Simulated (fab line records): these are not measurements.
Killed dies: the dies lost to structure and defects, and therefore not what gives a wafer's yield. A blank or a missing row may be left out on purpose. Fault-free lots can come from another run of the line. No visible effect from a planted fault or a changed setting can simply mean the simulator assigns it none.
fab line records	flow berkeley-cmos170	part 1 of 2: steps 1 to 31 of 44
record lots=5	wafers=15	last-day=11
route steps=331 shown PVT@117 GATE@125 FIELD@126 PLDD@145 NLDD@158
lots with no fault: from the same line, run without faults
start-h: the number of hours between the record's first day and the start of the first shown wafer of the lot	wait-h: hours since the lot's step before	" same as the row above	L1.1+2: a single row standing in for several wafers	- either no value or no given start	* or withheld: withheld	< > ~ a bound
route shown NAME@n: NAME is a module with steps in the file, n the number in the route of the first one	usual: the fault-free wafers' mean and standard deviation	same: alike in all rows	chamber/n: place in a boat	sites: readings site by site	_std_site: the values' standard deviation	_edge_site: inner sites' mean taken away from outer sites' mean	radius-mm: how far each site lies from the wafer's centre	mask NAME#n: copy n	behind: the most recent tool/chamber to have shaped the wafer	hold: what put the lot on hold/how long, in hours/how the hold closed	device: the n, p or np transistor that did not switch	end of line: tests of these same wafers at the route's end	a step with no rows: only its recipe	killed: not the wafer's yield, but the dies lost to structure and defects at the first sort	map: per-die view of a wafer (x killed, . not killed, _ where there is no die)
set.NAME: the setting that was run; set.NAME@STEP: the one run at that earlier step	model.NAME: the simulator's own value behind a step, which no gauge read
lots at some steps of the route; a table a step, a row a wafer
services: a tool's chamber out of use, with start hour (start-h, from the record's first day; less than 0 if before it), hours out, and reason
## steps
# step UCB170_PVT_SOFTBAKE_02
# recipe resist=KrF	temp-c=130	time-s=60
lot.wafer	tool	chamber	start-h	wait-h
L075.3+5+6	litho-track-01	0	121.00	0.1
L078.2+3+6	litho-track-01	0	143.04	0.1
L079.2+3+5	litho-track-03	0	147.08	0.1
L091.1+3+5	litho-track-01	0	207.96	0.1
L090.1+2+6	litho-track-03	0	208.13	0.1
# step UCB170_PVT_EXPOSE_03
# recipe mask-id=NWELL	target-cd-nm=3000	na=0.5	sigma-outer=0.6	source-shape=conventional	dose-mj=30
# usual exposure-dose-mJ-cm2=30.001/0.027
lot.wafer	tool	chamber	start-h	wait-h	mask	exposure-dose-mJ-cm2
L075.3	krf-scanner-01	0	121.38	0.3	NWELL#0	30.038
L075.5	"	0	"	"	NWELL#0	30.004
L075.6	"	0	"	"	NWELL#0	30.019
L078.2	krf-scanner-01	0	143.24	0.2	NWELL#0	30.018
L078.3	"	0	"	"	NWELL#0	29.986
L078.6	"	0	"	"	NWELL#0	30.008
L079.2	krf-scanner-02	0	147.55	0.4	NWELL#0	30.001
L079.3	"	0	"	"	NWELL#0	29.998
L079.5	"	0	"	"	NWELL#0	29.999
L091.1	krf-scanner-02	0	208.11	0.1	NWELL#0	29.977
L091.3	"	0	"	"	NWELL#0	29.940
L091.5	"	0	"	"	NWELL#0	29.992
L090.1	krf-scanner-02	0	208.53	0.4	NWELL#0	30.006
L090.2	"	0	"	"	NWELL#0	29.991
L090.6	"	0	"	"	NWELL#0	30.011
# step UCB170_PVT_PEB_04
# recipe peb-temp-c=130	peb-time-s=withheld	resist=KrF
lot.wafer	tool	chamber	start-h	wait-h
L075.3+5+6	litho-track-01	0	121.88	0.5
L078.2+3+6	litho-track-01	0	143.74	0.5
L079.2+3+5	litho-track-04	0	147.72	0.1
L091.1+3+5	litho-track-01	0	209.01	0.9
L090.1+2+6	litho-track-04	0	209.12	0.6
# step UCB170_PVT_DEVELOP_05
# recipe developer=TMAH	develop-time-s=45	resist=KrF	dev-temp-c=21
lot.wafer	tool	chamber	start-h	wait-h
L075.3+5+6	litho-track-01	0	-	-
L078.2+3+6	litho-track-01	0	-	-
L079.2+3+5	litho-track-04	0	-	-
L091.1+3+5	litho-track-01	0	-	-
L090.1+2+6	litho-track-04	0	-	-
# step UCB170_PVT_OVL_MEAS_06
# usual PVT_OVL=-3/4.7
lot.wafer	tool	chamber	start-h	wait-h	PVT_OVL[nm]
L075.3	overlay-02	-	122.11	-	-4
L075.5	"	-	"	"	3
L075.6	"	-	"	"	2
L078.2	overlay-02	-	144.00	-	1
L078.3	"	-	"	"	3
L078.6	"	-	"	"	-4
L079.2	overlay-02	-	147.97	-	-3
L079.3	"	-	"	"	-1
L079.5	"	-	"	"	-3
L091.1	overlay-01	-	209.28	-	-4
L091.3	"	-	"	"	-6
L091.5	"	-	"	"	1
L090.1	overlay-01	-	209.39	-	2
L090.2	"	-	"	"	4
L090.6	"	-	"	"	-2
# step UCB170_PVT_IMPLANT_07
# recipe species=P	dose-cm2=2e+12	energy-kev=30	tilt-deg=7
lot.wafer	tool	chamber	start-h	wait-h
L075.3+5+6	implanter-01	0	122.19	0.1
L078.2+3+6	implanter-04	0	144.05	0.0
L079.2+3+5	implanter-01	0	148.03	0.0
L091.1+3+5	implanter-01	0	209.32	0.0
L090.1+2+6	implanter-03	0	209.43	0.0
# step UCB170_PVT_STRIP_08
# recipe chemistry=O2	power-w=400	pressure-mtorr=3500	platen-temp-c=withheld	o2-flow-sccm=400	overash-fraction=0.5
# usual drypump-motor-current-A=5.6/0.49	oes-product-au=0.734/0.0046	strip-time-to-endpoint-s=21.63/0.055
lot.wafer	tool	chamber	start-h	wait-h	drypump-motor-current-A	oes-product-au	rf-hours-counter-h	strip-time-to-endpoint-s
L075.3	plasma-asher-02	1	122.32	0.1	6.3	0.739	-	21.65
L075.5	"	0	"	"	5.1	0.741	-	21.64
L075.6	"	1	"	"	6.3	0.729	-	21.63
L078.2	plasma-asher-01	1	144.18	0.1	5.1	0.729	41	21.69
L078.3	"	1	"	"	5.1	0.736	-	21.68
L078.6	"	1	"	"	5.1	0.732	-	21.66
L079.2	plasma-asher-03	1	148.15	0.1	5.7	0.731	39	21.54
L079.3	"	1	"	"	5.7	0.735	-	21.66
L079.5	"	0	"	"	6.0	0.735	-	21.56
L091.1	plasma-asher-03	0	209.47	0.1	6.1	0.731	45	21.55
L091.3	"	0	"	"	6.0	0.743	-	21.58
L091.5	"	1	"	"	5.7	0.726	-	21.52
L090.1	plasma-asher-02	1	209.58	0.1	6.3	0.735	10	21.61
L090.2	"	0	"	"	5.2	0.736	10	21.63
L090.6	"	0	"	"	5.2	0.731	-	21.62
# step UCB170_PVT_TW_MEAS_09
# usual PVT_TW=506.7/3
lot.wafer	tool	chamber	start-h	wait-h	PVT_TW
L075.3	film-metro-02	-	122.41	0.1	505.1
L075.5	"	-	"	"	505.1
L075.6	"	-	"	"	506.5
L078.2	film-metro-01	-	144.29	0.1	501.2
L078.3	"	-	"	"	504.9
L078.6	"	-	"	"	501.1
L079.2	film-metro-04	-	148.26	0.1	506.4
L079.3	"	-	"	"	504.1
L079.5	"	-	"	"	508.3
L091.1	film-metro-02	-	209.57	0.1	513.0
L091.3	"	-	"	"	510.6
L091.5	"	-	"	"	510.4
L090.1	film-metro-01	-	209.68	0.1	501.4
L090.2	"	-	"	"	502.2
L090.6	"	-	"	"	500.3
# step UCB170_GATE_WET_ETCH_00
# recipe chemistry=dHF	dilution=25:1	target=SiO2	temp-c=25	time-s=200
# usual temp-c=25.02/0.11
lot.wafer	tool	chamber	start-h	wait-h	temp-c
L075.3	wet-bench-01	2	122.45	0.0	24.95
L075.5	"	2	"	"	24.92
L075.6	"	2	"	"	24.94
L078.2	wet-bench-02	1	144.34	0.0	25.03
L078.3	"	1	"	"	25.03
L078.6	"	1	"	"	25.08
L079.2	wet-bench-01	3	148.46	0.2	25.05
L079.3	"	3	"	"	25.20
L079.5	"	3	"	"	25.05
L091.1	wet-bench-04	3	209.63	0.1	25.18
L091.3	"	3	"	"	25.05
L091.5	"	3	"	"	25.09
L090.1	wet-bench-02	2	209.74	0.1	25.04
L090.2	"	2	"	"	25.10
L090.6	"	2	"	"	25.24
# step UCB170_FIELD_THK_MEAS_91
# recipe reads=SiO2_of_FIELD_OXIDATION_01
# usual FIELD_OXIDE_LEFT_2_THK=361/12
lot.wafer	tool	chamber	start-h	wait-h	FIELD_OXIDE_LEFT_2_THK[nm]
L075.3	film-metro-02	-	122.54	0.0	369
L075.5	"	-	"	"	360
L075.6	"	-	"	"	364
L078.2	film-metro-02	-	144.41	0.0	381
L078.3	"	-	"	"	392
L078.6	"	-	"	"	377
L079.2	film-metro-02	-	148.53	0.0	356
L079.3	"	-	"	"	358
L079.5	"	-	"	"	362
L091.1	film-metro-02	-	209.69	0.0	358
L091.3	"	-	"	"	358
L091.5	"	-	"	"	360
L090.1	film-metro-04	-	209.80	0.0	358
L090.2	"	-	"	"	375
L090.6	"	-	"	"	355
# step UCB170_GATE_OXIDATION_01
# recipe temp-c=850	ambient=O2	target-thk-a=66	ox-time-s=1800
# same ox-time-s=1800
lot.wafer	tool	chamber	start-h	wait-h
L075.3+5+6	furnace-02	0	129.23	6.7
L078.2+3+6	furnace-02	0	144.75	0.3
L079.2+3+5	furnace-02	0	152.33	3.8
L090.1+2+6	furnace-02	0	213.02	3.2
L091.1+3+5	furnace-02	0	213.02	3.3
# step UCB170_GATE_THK_MEAS_02
# recipe reads=SiO2_of_GATE_OXIDATION_01
# usual GATE_OXIDE_THK=6.61/0.11
lot.wafer	tool	chamber	start-h	wait-h	GATE_OXIDE_THK[nm]
L075.3	film-metro-04	-	130.75	0.0	6.57
L075.5	"	-	"	"	6.55
L075.6	"	-	"	"	6.54
L078.2	film-metro-04	-	146.26	0.0	6.55
L078.3	"	-	"	"	6.68
L078.6	"	-	"	"	6.54
L079.2	film-metro-02	-	153.84	0.0	6.81
L079.3	"	-	"	"	6.86
L079.5	"	-	"	"	6.79
L090.1	film-metro-03	-	214.52	0.0	6.51
L090.2	"	-	"	"	6.46
L090.6	"	-	"	"	6.52
L091.1	film-metro-02	-	214.52	0.0	6.68
L091.3	"	-	"	"	6.67
L091.5	"	-	"	"	6.73
# step UCB170_GATE_ANNEAL_03
# recipe temp-c=900	time-s=1800	ambient=N2
lot.wafer	tool	chamber	start-h	wait-h
L075.3+5+6	furnace-02	0	137.16	6.4
L078.2+3+6	furnace-01	0	148.82	2.6
L079.2+3+5	furnace-02	0	156.43	2.6
L090.1+2+6	furnace-01	0	217.95	3.4
L091.1+3+5	furnace-01	0	217.95	3.4
# step UCB170_GATE_CVD_04
# recipe material=poly-Si	temp-c=610	precursor=SiH4	time-s=1501	pressure-mtorr=375	target-thk-nm=214	sih4-flow-sccm=120
lot.wafer	tool	chamber	start-h	wait-h
L075.3+5+6	lpcvd-01	0	139.11	0.4
L078.2+3+6	lpcvd-02	0	151.05	0.7
L079.2+3+5	lpcvd-02	0	157.93	0.0
L090.1+2+6	lpcvd-02	1	219.93	0.5
L091.1+3+5	lpcvd-02	0	219.93	0.5
# step UCB170_GATE_THK_MEAS_05
# recipe reads=poly-Si_of_GATE_CVD_04
# usual GATE_POLY_THK=223.2/2.5
lot.wafer	tool	chamber	start-h	wait-h	GATE_POLY_THK[nm]
L075.3	film-metro-03	-	140.53	0.0	226.2
L075.5	"	-	"	"	226.7
L075.6	"	-	"	"	227.3
L078.2	film-metro-02	-	152.46	0.0	223.0
L078.3	"	-	"	"	219.5
L078.6	"	-	"	"	221.1
L079.2	film-metro-03	-	159.34	0.0	221.7
L079.3	"	-	"	"	223.9
L079.5	"	-	"	"	222.7
L090.1	film-metro-02	-	221.33	0.0	224.4
L090.2	"	-	"	"	222.8
L090.6	"	-	"	"	223.0
L091.1	film-metro-03	-	221.46	0.1	218.4
L091.3	"	-	"	"	221.2
L091.5	"	-	"	"	219.8
# step UCB170_GATE_COAT_06
# recipe resist=BARC	temp-c=withheld	time-s=withheld	spin-rpm=3000	resist-thk-nm=withheld
lot.wafer	tool	chamber	start-h	wait-h
L075.3+5+6	litho-track-01	0	140.62	0.1
L078.2+3+6	litho-track-02	0	152.63	0.2
L079.2+3+5	litho-track-01	0	159.41	0.1
L090.1+2+6	litho-track-01	0	221.39	0.1
L091.1+3+5	litho-track-01	0	221.84	0.4
# step UCB170_GATE_COAT_07
# recipe resist=KrF	spin-rpm=1500	resist-thk-nm=900
lot.wafer	tool	chamber	start-h	wait-h
L075.3+5+6	litho-track-01	0	-	-
L078.2+3+6	litho-track-02	0	-	-
L079.2+3+5	litho-track-01	0	-	-
L090.1+2+6	litho-track-01	0	-	-
L091.1+3+5	litho-track-01	0	-	-
# step UCB170_GATE_SOFTBAKE_08
# recipe resist=KrF	temp-c=130	time-s=60
lot.wafer	tool	chamber	start-h	wait-h
L075.3+5+6	litho-track-01	0	-	-
L078.2+3+6	litho-track-02	0	-	-
L079.2+3+5	litho-track-01	0	-	-
L090.1+2+6	litho-track-01	0	-	-
L091.1+3+5	litho-track-01	0	-	-
# step UCB170_GATE_EXPOSE_09
# recipe mask-id=POLY	target-cd-nm=350	na=0.5	sigma-outer=0.6	source-shape=conventional	dose-mj=21
# usual exposure-dose-mJ-cm2=20.976/0.025
lot.wafer	tool	chamber	start-h	wait-h	mask	exposure-dose-mJ-cm2
L075.3	krf-scanner-02	0	141.30	-	POLY#0	20.980
L075.5	"	0	"	"	POLY#0	20.986
L075.6	"	0	"	"	POLY#0	20.988
L078.2	krf-scanner-02	0	153.20	-	POLY#0	20.961
L078.3	"	0	"	"	POLY#0	20.963
L078.6	"	0	"	"	POLY#0	20.981
L079.2	krf-scanner-02	0	159.98	-	POLY#0	20.955
L079.3	"	0	"	"	POLY#0	20.896
L079.5	"	0	"	"	POLY#0	20.941
L090.1	krf-scanner-02	0	221.97	-	POLY#0	20.987
L090.2	"	0	"	"	POLY#0	21.005
L090.6	"	0	"	"	POLY#0	20.991
L091.1	krf-scanner-02	0	222.32	-	POLY#0	20.984
L091.3	"	0	"	"	POLY#0	20.954
L091.5	"	0	"	"	POLY#0	20.934
# step UCB170_GATE_PEB_10
# recipe peb-temp-c=130	peb-time-s=withheld	resist=KrF
lot.wafer	tool	chamber	start-h	wait-h
L075.3+5+6	litho-track-01	0	141.43	0.1
L078.2+3+6	litho-track-02	0	153.53	0.3
L079.2+3+5	litho-track-02	0	160.28	0.3
L090.1+2+6	litho-track-01	0	222.29	0.3
L091.1+3+5	litho-track-01	0	222.57	0.2
# step UCB170_GATE_DEVELOP_11
# recipe developer=TMAH	develop-time-s=45	resist=KrF	dev-temp-c=21
lot.wafer	tool	chamber	start-h	wait-h
L075.3+5+6	litho-track-01	0	-	-
L078.2+3+6	litho-track-02	0	-	-
L079.2+3+5	litho-track-02	0	-	-
L090.1+2+6	litho-track-01	0	-	-
L091.1+3+5	litho-track-01	0	-	-
# step UCB170_GATE_CD_MEAS_12
# recipe target-cd-nm=350
# usual cd-nm=350.0/1.2
lot.wafer	tool	chamber	start-h	wait-h	cd-nm
L075.3	cd-sem-02	-	141.69	-	351.4
L075.5	"	-	"	"	350.6
L075.6	"	-	"	"	351.4
L078.2	cd-sem-02	-	153.80	-	351.0
L078.3	"	-	"	"	350.2
L078.6	"	-	"	"	351.6
L079.2	cd-sem-01	-	160.55	-	349.4
L079.3	"	-	"	"	350.9
L079.5	"	-	"	"	350.2
L090.1	cd-sem-01	-	222.57	-	347.9
L090.2	"	-	"	"	347.9
L090.6	"	-	"	"	346.5
L091.1	cd-sem-01	-	222.84	-	349.6
L091.3	"	-	"	"	348.3
L091.5	"	-	"	"	349.2
# step UCB170_GATE_OVL_MEAS_13
# usual GATE_OVL=-2/4.6
lot.wafer	tool	chamber	start-h	wait-h	GATE_OVL[nm]
L075.3	overlay-01	-	141.79	0.1	4
L075.5	"	-	"	"	5
L075.6	"	-	"	"	0
L078.2	overlay-02	-	153.90	0.1	-2
L078.3	"	-	"	"	-2
L078.6	"	-	"	"	6
L079.2	overlay-02	-	160.66	0.1	-6
L079.3	"	-	"	"	0
L079.5	"	-	"	"	5
L090.1	overlay-01	-	222.69	0.1	-12
L090.2	"	-	"	"	-3
L090.6	"	-	"	"	-4
L091.1	overlay-01	-	222.96	0.1	-2
L091.3	"	-	"	"	-4
L091.5	"	-	"	"	-9
# step UCB170_GATE_ETCH_14
# recipe chemistry=N2/H2	target-depth-a=withheld	overetch-a=withheld	target=BARC	time-s=withheld	source-w=500	bias-w=100	pressure-mtorr=30	n2-flow-sccm=100	h2-flow-sccm=200
# usual drypump-motor-current-A=5.9/0.35	h2-flow-sccm=199.9/0.62	oes-product-au=0.998/0.014	throttle-valve-pct=13.36/0.14
lot.wafer	tool	chamber	start-h	wait-h	drypump-motor-current-A	h2-flow-sccm	oes-product-au	throttle-valve-pct
L075.3	rie-diel-04	1	141.81	0.0	5.6	200.3	0.995	13.56
L075.5	"	0	"	"	6.2	199.4	0.996	13.43
L075.6	"	1	"	"	5.6	199.8	0.998	13.56
L078.2	rie-diel-01	3	153.93	0.0	5.4	200.1	0.984	13.20
L078.3	"	1	"	"	6.1	200.3	1.014	13.39
L078.6	"	1	"	"	6.2	200.5	1.032	13.38
L079.2	rie-diel-04	0	160.69	0.0	6.2	199.6	0.998	13.42
L079.3	"	2	"	"	6.5	199.9	1.004	13.31
L079.5	"	0	"	"	6.2	200.2	0.999	13.45
L090.1	rie-diel-04	3	222.72	0.0	6.0	200.7	0.985	13.47
L090.2	"	2	"	"	6.5	201.5	1.002	13.31
L090.6	"	0	"	"	6.2	200.3	0.992	13.40
L091.1	rie-diel-04	1	223.00	0.0	5.6	200.7	0.993	13.56
L091.3	"	3	"	"	6.0	199.4	1.002	13.48
L091.5	"	2	"	"	6.5	199.5	1.012	13.33
# step UCB170_GATE_ETCH_15
# recipe chemistry=HBr/Cl2	target=poly-Si	stop-on=SiO2	over-etch-frac=0.3	icp-w=300	bias-w=150	time-s=56.3	pressure-mtorr=15	HBr_flow_sccm=150	Cl2_flow_sccm=50	target-depth-a=2782
# usual drypump-motor-current-A=5.6/0.39	oes-product-au=0.852/0.018	throttle-valve-pct=26.38/0.2
lot.wafer	tool	chamber	start-h	wait-h	drypump-motor-current-A	oes-product-au	rf-hours-counter-h	throttle-valve-pct
L075.3	rie-si-01	1	141.85	-	5.6	0.876	57	26.48
L075.5	"	3	"	"	6.0	0.874	-	26.26
L075.6	"	2	"	"	5.1	0.855	-	26.53
L078.2	rie-si-01	0	153.98	-	5.9	0.885	62	26.61
L078.3	"	1	"	"	5.5	0.855	57	26.49
L078.6	"	0	"	"	5.9	0.894	-	26.62
L079.2	rie-si-01	1	160.73	-	5.5	0.862	57	26.47
L079.3	"	3	"	"	6.0	0.864	0	26.24
L079.5	"	1	"	"	5.5	0.858	-	26.49
L090.1	rie-si-02	1	222.76	-	5.0	0.866	38	26.44
L090.2	"	3	"	"	5.6	0.831	2	26.57
L090.6	"	0	"	"	6.0	0.832	-	26.02
L091.1	rie-si-01	3	223.04	-	6.0	0.852	0	26.26
L091.3	"	2	"	"	5.1	0.848	38	26.51
L091.5	"	1	"	"	5.5	0.853	-	26.49
# step UCB170_GATE_STRIP_16
# recipe chemistry=O2	power-w=400	pressure-mtorr=3500	platen-temp-c=withheld	o2-flow-sccm=400	overash-fraction=0.5
# usual drypump-motor-current-A=6.0/0.44	oes-product-au=0.725/0.0044
lot.wafer	tool	chamber	start-h	wait-h	drypump-motor-current-A	oes-product-au	rf-hours-counter-h
L075.3	plasma-asher-04	0	141.93	0.1	6.6	0.729	-
L075.5	"	1	"	"	5.9	0.719	-
L075.6	"	0	"	"	6.5	0.726	-
L078.2	plasma-asher-03	0	154.02	0.0	6.0	0.723	40
L078.3	"	0	"	"	6.0	0.728	-
L078.6	"	1	"	"	5.7	0.723	-
L079.2	plasma-asher-02	0	160.78	0.0	5.2	0.728	4
L079.3	"	1	"	"	6.3	0.721	-
L079.5	"	0	"	"	5.2	0.725	-
L090.1	plasma-asher-02	0	222.81	0.0	5.2	0.723	11
L090.2	"	1	"	"	6.3	0.732	11
L090.6	"	0	"	"	5.2	0.718	-
L091.1	plasma-asher-02	0	223.09	0.0	5.2	0.722	11
L091.3	"	0	"	"	5.2	0.723	-
L091.5	"	0	"	"	5.2	0.735	-
# step UCB170_GATE_CD_MEAS_90
# recipe target-cd-nm=350
# usual cd-nm=350.0/1.4
lot.wafer	tool	chamber	start-h	wait-h	cd-nm
L075.3	cd-sem-01	-	142.04	0.1	351.6
L075.5	"	-	"	"	351.4
L075.6	"	-	"	"	351.7
L078.2	cd-sem-01	-	154.14	0.1	350.6
L078.3	"	-	"	"	350.9
L078.6	"	-	"	"	352.0
L079.2	cd-sem-02	-	160.90	0.1	349.6
L079.3	"	-	"	"	351.5
L079.5	"	-	"	"	350.1
L090.1	cd-sem-02	-	222.91	0.1	347.4
L090.2	"	-	"	"	348.1
L090.6	"	-	"	"	345.7
L091.1	cd-sem-01	-	223.20	0.1	349.5
L091.3	"	-	"	"	347.5
L091.5	"	-	"	"	349.6
# step UCB170_GATE_CLEAN_17
# recipe chemistry=SPM	temp-c=120	time-s=600
# usual temp-c=119.97/0.12
lot.wafer	tool	chamber	start-h	wait-h	temp-c
L075.3	wet-bench-02	2	142.12	0.1	119.99
L075.5	"	2	"	"	119.91
L075.6	"	2	"	"	120.11
L078.2	wet-bench-02	3	154.25	0.1	119.90
L078.3	"	3	"	"	120.11
L078.6	"	3	"	"	120.10
L079.2	wet-bench-04	0	161.03	0.1	119.96
L079.3	"	0	"	"	119.81
L079.5	"	0	"	"	119.84
L090.1	wet-bench-01	2	223.03	0.1	120.18
L090.2	"	2	"	"	120.07
L090.6	"	2	"	"	120.21
L091.1	wet-bench-02	3	223.38	0.2	119.93
L091.3	"	3	"	"	120.04
L091.5	"	3	"	"	119.99
# step UCB170_PLDD_HMDS_00
# recipe prime-time-s=60	prime-temp-c=100
lot.wafer	tool	chamber	start-h	wait-h
L075.3+5+6	litho-track-03	0	142.35	0.1
L078.2+3+6	litho-track-02	0	154.53	0.1
L079.2+3+5	litho-track-02	0	161.28	0.1
L090.1+2+6	litho-track-03	0	223.22	0.0
L091.1+3+5	litho-track-04	0	223.99	0.4
# step UCB170_PLDD_COAT_01
# recipe resist=KrF	spin-rpm=1500	resist-thk-nm=900
lot.wafer	tool	chamber	start-h	wait-h
L075.3+5+6	litho-track-03	0	142.50	0.1
L078.2+3+6	litho-track-02	0	154.68	0.1
L079.2+3+5	litho-track-02	0	161.43	0.1
L090.1+2+6	litho-track-03	0	223.37	0.1
L091.1+3+5	litho-track-04	0	224.14	0.1
# step UCB170_PLDD_SOFTBAKE_02
# recipe resist=KrF	temp-c=130	time-s=60
lot.wafer	tool	chamber	start-h	wait-h
L075.3+5+6	litho-track-03	0	142.65	0.1
L078.2+3+6	litho-track-02	0	154.83	0.1
L079.2+3+5	litho-track-02	0	161.58	0.1
L090.1+2+6	litho-track-03	0	223.52	0.1
L091.1+3+5	litho-track-04	0	224.29	0.1
